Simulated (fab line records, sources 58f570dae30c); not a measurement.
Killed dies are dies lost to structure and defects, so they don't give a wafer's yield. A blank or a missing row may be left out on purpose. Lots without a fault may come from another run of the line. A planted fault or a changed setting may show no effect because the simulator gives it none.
Which tool did it? | flow berkeley_cmos170 | 14 lots, 42 wafers sampled, at 1 step of a route of 331

WHAT THE GAUGES READ, wafer by wafer
The record holds no reading of a measuring or inspecting step that can be judged against a usual standard deviation.

WHICH TOOL RAN EACH LOT (tool, then ch and the chambers of the sampled wafers, then the start)
lot  | UCB170_NLDD_EXPOSE_03
L639 | krf_scanner-02 ch 0, day 5 17:32
L638 | krf_scanner-01 ch 0, day 5 18:22
L641 | krf_scanner-02 ch 0, day 6 08:20
L643 | krf_scanner-01 ch 0, day 6 23:05
L647 | krf_scanner-01 ch 0, day 7 08:59
L644 | krf_scanner-01 ch 0, day 7 09:53
L648 | krf_scanner-01 ch 0, day 7 16:47
L645 | krf_scanner-01, day 7 17:46
L649 | krf_scanner-01, day 7 18:10
L650 | krf_scanner-02 ch 0, day 8 06:38
L651 | krf_scanner-01 ch 0, day 8 15:16
L659 | krf_scanner-01 ch 0, day 10 05:44
L658 | krf_scanner-02 ch 0, day 10 06:06
L660 | krf_scanner-01 ch 0, day 10 20:19
- UCB170_NLDD_EXPOSE_03: exposes mask NSELECT, target cd 1200 nm.

WHAT THE TOOLS THEMSELVES READ (means of the sampled wafers that have a number; where no wafer has one, the mark that the record gives instead)
UCB170_NLDD_EXPOSE_03.
lot  | tool           | exposure_dose_mJ_cm2 | focus_offset_nm (nm)
L639 | krf_scanner-02 | 29.989               | 0.7
L638 | krf_scanner-01 | 29.980               | 0.5
L641 | krf_scanner-02 | 29.983               | 0.2
L643 | krf_scanner-01 | 29.957               | 0.1
L647 | krf_scanner-01 | 29.975               | 0.1
L644 | krf_scanner-01 | 29.976               | 0.1
L648 | krf_scanner-01 | 29.941               | 0.3
L645 | krf_scanner-01 | -                    | -
L649 | krf_scanner-01 | -                    | -
L650 | krf_scanner-02 | 29.961               | 0.3
L651 | krf_scanner-01 | 30.000               | -0.1
L659 | krf_scanner-01 | 29.985               | 0.3
L658 | krf_scanner-02 | 30.022               | 0.5
L660 | krf_scanner-01 | 29.975               | 1.4

THE ANSWER, worked out from the rows above alone
Rule: what is usual is taken from the lots themselves. Put in order of their means at a reading, lots are off if they are a third of the lots or fewer, leave a main group of 4 or more, and stand apart from it by a gap of 3 or more times the standard deviation of the main group's means; of several such gaps the widest counts. A main group whose means are all the same, to the digits that the tables above print for the reading, isn't used. A lot without any number at a reading at which 4 lots or more have one is off too. The other lots that the step has rows for count as sound. The gauges are gone through in route order, then the tools' own readings, and for those a lot's mean is taken as printed above. The first step at which some lot is off is used, and at that step the reading that is off furthest; a lot without a number counts as furthest.
Off: L645, L649, at UCB170_NLDD_EXPOSE_03 (exposure_dose_mJ_cm2). Without a number there: L645, L649. The main group: mean 29.979, standard deviation 0.02.
A tool fits if, at that step or a process step before it, it ran every lot that is off, and no sound lot after the first of them. None of those tried fits.

WHAT THE SIMULATOR HAD PUT IN
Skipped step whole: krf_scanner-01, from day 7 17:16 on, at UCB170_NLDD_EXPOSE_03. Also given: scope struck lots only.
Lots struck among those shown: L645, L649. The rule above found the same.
